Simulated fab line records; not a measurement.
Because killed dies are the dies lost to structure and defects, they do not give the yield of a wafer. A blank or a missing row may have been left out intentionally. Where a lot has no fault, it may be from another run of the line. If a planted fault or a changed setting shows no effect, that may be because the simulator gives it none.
Which tool was responsible? + flow berkeley_cmos170 + 42 wafers from 14 lots sampled at 4 of the route's 331 steps

WHAT THE GAUGES READ, wafer by wafer
UCB170_V2_THK_MEAS_01.
| lot  | measured     | on            | V2_TEOS_THK (nm) |
|------|--------------|---------------|------------------|
| L637 | day 9 08:34  | film_metro-04 | 1998 2013 1997   |
| L639 | day 9 13:33  | film_metro-03 | 1941 2005 2007   |
| L640 | day 9 13:52  | film_metro-03 | 1945 1989 1994   |
| L641 | day 10 16:10 | film_metro-04 | 1951 1960 2005   |
| L644 | day 10 14:58 | film_metro-04 | 1951 1970 1990   |
| L643 | day 10 18:04 | film_metro-02 | 1963 2001 2007   |
| L645 | day 11 02:10 | film_metro-03 | 1978 1960 2001   |
| L647 | day 11 15:10 | film_metro-03 | 1987 2039 2028   |
| L650 | day 12 05:25 | film_metro-04 | 1973 2012 1990   |
| L651 | day 12 18:10 | film_metro-04 | 1969 1995 1990   |
| L652 | day 13 03:14 | film_metro-03 | 1973 1961 1987   |
| L653 | day 13 08:01 | film_metro-02 | 2003 1996 2043   |
| L655 | day 13 16:58 | film_metro-04 | 2008 1990 1998   |
| L657 | day 13 16:38 | film_metro-03 | 2002 2001 2007   |

WHICH TOOL RAN EACH LOT (tool, then ch and the chambers of the sampled wafers, then the start)
| lot  | UCB170_ZERO_STRIP_07                | UCB170_CONTACT_ETCH_17             | UCB170_CONTACT_STRIP_19              |
|------|-------------------------------------|------------------------------------|--------------------------------------|
| L637 | plasma_asher-01 ch 0,1, day 2 01:39 | rie_diel-04 ch 0,2, day 8 23:04    | plasma_asher-01 ch 0,1, day 8 23:13  |
| L639 | plasma_asher-01 ch 0,1, day 2 10:35 | rie_diel-02 ch 0,1, day 9 01:23    | plasma_asher-04 ch 1, day 9 01:33    |
| L640 | plasma_asher-01 ch 0,1, day 2 19:10 | rie_diel-02 ch 1,2,3, day 9 01:06  | plasma_asher-03 ch 1, day 9 01:16    |
| L641 | plasma_asher-02 ch 0,1, day 3 03:14 | rie_diel-04 ch 1,2, day 10 06:31   | plasma_asher-03 ch 0,1, day 10 06:41 |
| L644 | plasma_asher-03 ch 0,1, day 3 12:24 | rie_diel-03 ch 0,1,2, day 10 04:43 | plasma_asher-03 ch 0,1, day 10 04:53 |
| L643 | plasma_asher-01 ch 0,1, day 3 12:47 | rie_diel-02 ch 0,3, day 10 07:23   | plasma_asher-01 ch 0,1, day 10 07:34 |
| L645 | plasma_asher-03 ch 0,1, day 3 18:11 | rie_diel-04 ch 1,2,3, day 10 16:17 | plasma_asher-01 ch 0,1, day 10 16:27 |
| L647 | plasma_asher-01 ch 0,1, day 4 04:23 | rie_diel-02 ch 2,3, day 11 05:07   | plasma_asher-01 ch 0,1, day 11 05:17 |
| L650 | plasma_asher-03 ch 0, day 4 16:58   | rie_diel-04 ch 0,1,3, day 11 19:19 | plasma_asher-01 ch 0,1, day 11 19:29 |
| L651 | plasma_asher-01 ch 0,1, day 4 22:42 | rie_diel-02 ch 0,3, day 12 08:00   | plasma_asher-03 ch 0,1, day 12 08:12 |
| L652 | plasma_asher-03 ch 0,1, day 5 03:49 | rie_diel-03 ch 0,2,3, day 12 18:00 | plasma_asher-01 ch 0,1, day 12 18:12 |
| L653 | plasma_asher-03 ch 0,1, day 5 15:31 | rie_diel-03 ch 0,2,3, day 12 18:21 | plasma_asher-03 ch 0,1, day 12 18:31 |
| L655 | plasma_asher-02 ch 1, day 5 21:20   | rie_diel-04 ch 0,2, day 13 05:58   | plasma_asher-04 ch 0,1, day 13 06:08 |
| L657 | plasma_asher-02 ch 0,1, day 6 04:04 | rie_diel-02 ch 0,3, day 13 05:38   | plasma_asher-01 ch 0,1, day 13 05:49 |
- UCB170_ZERO_STRIP_07: strips in O2.
- UCB170_CONTACT_ETCH_17: etches BARC in N2/H2.
- UCB170_CONTACT_STRIP_19: strips in O2.

AS READ BY THE TOOLS THEMSELVES (means over the sampled wafers that have a number; for cases with no such wafer, the mark the record gives instead)
UCB170_ZERO_STRIP_07.
| lot  | tool            | drypump_motor_current_A (A) | oes_product_au (a.u.) | strip_time_to_endpoint_s (s) |
|------|-----------------|-----------------------------|-----------------------|------------------------------|
| L637 | plasma_asher-01 | 6.1                         | 0.729                 | 21.42                        |
| L639 | plasma_asher-01 | 6.1                         | 0.727                 | 21.52                        |
| L640 | plasma_asher-01 | 6.2                         | 0.728                 | 21.50                        |
| L641 | plasma_asher-02 | 5.9                         | 0.733                 | 21.43                        |
| L644 | plasma_asher-03 | 5.0                         | 0.725                 | 21.45                        |
| L643 | plasma_asher-01 | 6.1                         | 0.729                 | 21.52                        |
| L645 | plasma_asher-03 | 5.0                         | 0.727                 | 21.42                        |
| L647 | plasma_asher-01 | 6.1                         | 0.725                 | 21.46                        |
| L650 | plasma_asher-03 | 4.9                         | 0.722                 | 21.54                        |
| L651 | plasma_asher-01 | 6.1                         | 0.725                 | 21.44                        |
| L652 | plasma_asher-03 | 5.0                         | 0.725                 | 21.51                        |
| L653 | plasma_asher-03 | 5.1                         | 0.722                 | 21.50                        |
| L655 | plasma_asher-02 | 5.7                         | 0.723                 | 21.52                        |
| L657 | plasma_asher-02 | 6.0                         | 0.728                 | 21.52                        |

UCB170_CONTACT_ETCH_17.
| lot  | tool        | drypump_motor_current_A (A) | oes_product_au (a.u.) | rf_fwd_power_W (W) | throttle_valve_pct (%) |
|------|-------------|-----------------------------|-----------------------|--------------------|------------------------|
| L637 | rie_diel-04 | 5.9                         | 1.008                 | 492.9              | 13.29                  |
| L639 | rie_diel-02 | 5.6                         | 0.985                 | 494.8              | 13.42                  |
| L640 | rie_diel-02 | 5.9                         | 0.993                 | 495.9              | 13.29                  |
| L641 | rie_diel-04 | 6.5                         | 0.999                 | 494.9              | 13.22                  |
| L644 | rie_diel-03 | 5.8                         | 0.979                 | 496.2              | 13.40                  |
| L643 | rie_diel-02 | 5.5                         | 1.009                 | 493.7              | 13.21                  |
| L645 | rie_diel-04 | 6.4                         | 0.995                 | 495.6              | 13.23                  |
| L647 | rie_diel-02 | 5.9                         | 1.000                 | 496.1              | 13.20                  |
| L650 | rie_diel-04 | 6.2                         | 0.991                 | 495.4              | 13.37                  |
| L651 | rie_diel-02 | 5.5                         | 1.011                 | 492.9              | 13.21                  |
| L652 | rie_diel-03 | 6.0                         | 1.001                 | 495.0              | 13.42                  |
| L653 | rie_diel-03 | 6.0                         | 1.000                 | 493.2              | 13.41                  |
| L655 | rie_diel-04 | 6.2                         | 1.012                 | 495.2              | 13.19                  |
| L657 | rie_diel-02 | 5.7                         | 1.019                 | 494.7              | 13.22                  |

UCB170_CONTACT_STRIP_19.
| lot  | tool            | drypump_motor_current_A (A) | oes_product_au (a.u.) |
|------|-----------------|-----------------------------|-----------------------|
| L637 | plasma_asher-01 | 5.9                         | 0.729                 |
| L639 | plasma_asher-04 | 5.9                         | 0.729                 |
| L640 | plasma_asher-03 | 5.3                         | 0.731                 |
| L641 | plasma_asher-03 | 5.0                         | 0.723                 |
| L644 | plasma_asher-03 | 5.2                         | 0.728                 |
| L643 | plasma_asher-01 | 5.9                         | 0.722                 |
| L645 | plasma_asher-01 | 5.9                         | 0.726                 |
| L647 | plasma_asher-01 | 6.2                         | 0.729                 |
| L650 | plasma_asher-01 | 6.2                         | 0.729                 |
| L651 | plasma_asher-03 | 5.0                         | 0.729                 |
| L652 | plasma_asher-01 | 6.1                         | 0.725                 |
| L653 | plasma_asher-03 | 5.2                         | 0.721                 |
| L655 | plasma_asher-04 | 6.2                         | 0.728                 |
| L657 | plasma_asher-01 | 5.9                         | 0.725                 |

THE ANSWER, worked out from the rows above alone
Rule: the usual values come from the lots themselves. Put in order of their means at a reading, lots are off if they are a third of the lots or fewer, leave a main group of 4 or more, and stand apart from it by a gap of 3 or more times the standard deviation of the main group's means; of several such gaps the widest counts. The tables above print the reading to a certain number of digits; a main group whose means all agree to those digits is not used. Also off: a lot with no number at a reading for which 4 or more lots have one. Any other lot the step has rows for is counted as sound. Order of review: gauges by route order, followed by the tools' own readings, for which a lot's mean as printed above is used. At the first step where some lot is off, the reading lying furthest off is the one used; lots without a number count as furthest.
None of the lots is off at any reading shown; this tells nothing.

WHAT THE SIMULATOR PUT IN
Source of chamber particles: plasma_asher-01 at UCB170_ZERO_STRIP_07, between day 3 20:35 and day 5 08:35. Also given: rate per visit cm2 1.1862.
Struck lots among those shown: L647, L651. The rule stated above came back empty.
